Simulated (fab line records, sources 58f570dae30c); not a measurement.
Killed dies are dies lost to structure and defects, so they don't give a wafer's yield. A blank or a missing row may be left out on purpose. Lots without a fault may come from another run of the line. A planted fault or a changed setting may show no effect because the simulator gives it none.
Split-lot experiment | flow berkeley_cmos170 | 5 lots, 23 wafers read, on a route of 331 steps

THE SPLIT
At UCB170_NLDD_COAT_01 (resist thk 900 nm), the setting resist_thk_nm was moved away from the recipe's 900 nm on 10 of the 23 wafers read, by +3.2% to +5.7%. The other wafers ran this setting at the recipe's value.

FROM THE SPLIT TO THE READING: what the file shows between them, 4 steps
- UCB170_NLDD_SOFTBAKE_02: time 60 s
- UCB170_NLDD_EXPOSE_03: exposes mask NSELECT, target cd 1200 nm
- UCB170_NLDD_PEB_04
- UCB170_NLDD_DEVELOP_05: develop time 45 s

THE READING
cd_nm, in nm, at UCB170_NLDD_CD_MEAS_06 (target cd 1200 nm). Fault-free wafers of this fab line usually give 1199.6 nm, standard deviation 1.1 nm.

wafer  | tool, chamber at the split | resist_thk_nm as run, nm | against the recipe | cd_nm, nm | against lot-mates on the recipe
L075.1 | litho_track-02, 0          | 900                      | recipe             | 1199.9    | -
L075.2 | litho_track-02, 0          | 951.2                    | +5.7%              | 1197.3    | -2.8
L075.3 | litho_track-02, 0          | 951.2                    | +5.7%              | 1198.6    | -1.5
L075.4 | litho_track-02, 0          | 900                      | recipe             | 1200.9    | -
L075.5 | litho_track-02, 0          | 900                      | recipe             | 1199.6    | -
L076.1 | litho_track-01, 0          | 940.5                    | +4.5%              | 1197.9    | -1.3
L076.3 | litho_track-01, 0          | 900                      | recipe             | 1198.8    | -
L076.4 | litho_track-01, 0          | 940.5                    | +4.5%              | 1197.5    | -1.8
L076.5 | litho_track-01, 0          | 940.5                    | +4.5%              | 1196.5    | -2.8
L076.6 | litho_track-01, 0          | 900                      | recipe             | 1199.7    | -
L082.1 | litho_track-04, 0          | 900                      | recipe             | 1199.1    | -
L082.2 | litho_track-04, 0          | 900                      | recipe             | 1198.3    | -
L082.3 | litho_track-04, 0          | 900                      | recipe             | 1199.9    | -
L082.5 | litho_track-04, 0          | 950.5                    | +5.6%              | 1196.5    | -2.6
L082.6 | litho_track-04, 0          | 950.5                    | +5.6%              | 1196.5    | -2.6
L080.1 | litho_track-04, 0          | 900                      | recipe             | 1202.0    | -
L080.3 | litho_track-04, 0          | 928.7                    | +3.2%              | 1199.9    | -1.5
L080.4 | litho_track-04, 0          | 928.7                    | +3.2%              | 1199.8    | -1.7
L080.5 | litho_track-04, 0          | 900                      | recipe             | 1200.9    | -
L080.6 | litho_track-04, 0          | 928.7                    | +3.2%              | 1199.1    | -2.4
L085.1 | litho_track-04, 0          | 900                      | recipe             | 1198.3    | -
L085.3 | litho_track-04, 0          | 900                      | recipe             | 1197.3    | -
L085.5 | litho_track-04, 0          | 900                      | recipe             | 1198.0    | -

THE FIT
A straight line over all 23 wafers: cd_nm changes by -0.373 nm for each +1% of resist_thk_nm; r = -0.60; the points scatter about the line by 1.2 nm.
The same after taking each lot's own level away (the mean of its wafers on the recipe; 23 wafers): -0.44 nm for each +1%; r = -0.89; scatter 0.57 nm.
On that fit, the largest move of resist_thk_nm shifts the reading by 2.5 nm.
The lots' own levels span 1197.87 to 1201.45 nm, that is 3.3 times the standard deviation above.
So the lot-to-lot level blurs the effect unless lot-mates are compared.
Check: with one of the wafers moved furthest among these (+5.7%) left out of the fit, the line predicts -2.49 nm for it against its lot-mates. It came out at -2.83 nm against them.

OTHER SPLITS ON THESE WAFERS
These wafers also went through other splits before the reading. Each is held against what the fit with the lots' levels taken away leaves over:
other split on the same wafers | wafers away from the commonest value | r with cd_nm (lot level and that fit taken away)
UCB170_GATE_EXPOSE_09 dose_mj  | 3                                    | +0.20
UCB170_PLDD_PEB_04 peb_temp_c  | 11                                   | -0.07

THE WHOLE CHAIN: every reading that the file lists as answering this split, in the file's order
step                   | what it does      | reading                                                                     | change (the file's fit)               | r (the file's)
UCB170_NLDD_COAT_01    | resist thk 900 nm | KrF_of_NLDD_COAT_01.thk_nm (the simulator's own value, which no gauge read) | +9.14 nm for each +1% of the setting  | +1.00
UCB170_NLDD_CD_MEAS_06 | target cd 1200 nm | cd_nm                                                                       | -0.441 nm for each +1% of the setting | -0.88
UCB170_NLDD_STRIP_10   | strips in O2      | strip_time_to_endpoint_s                                                    | withheld for each +1% of the setting  | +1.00

THE FILE'S OWN FIT
cd_nm changes by -0.441 nm for each +1% of resist_thk_nm, r = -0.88.
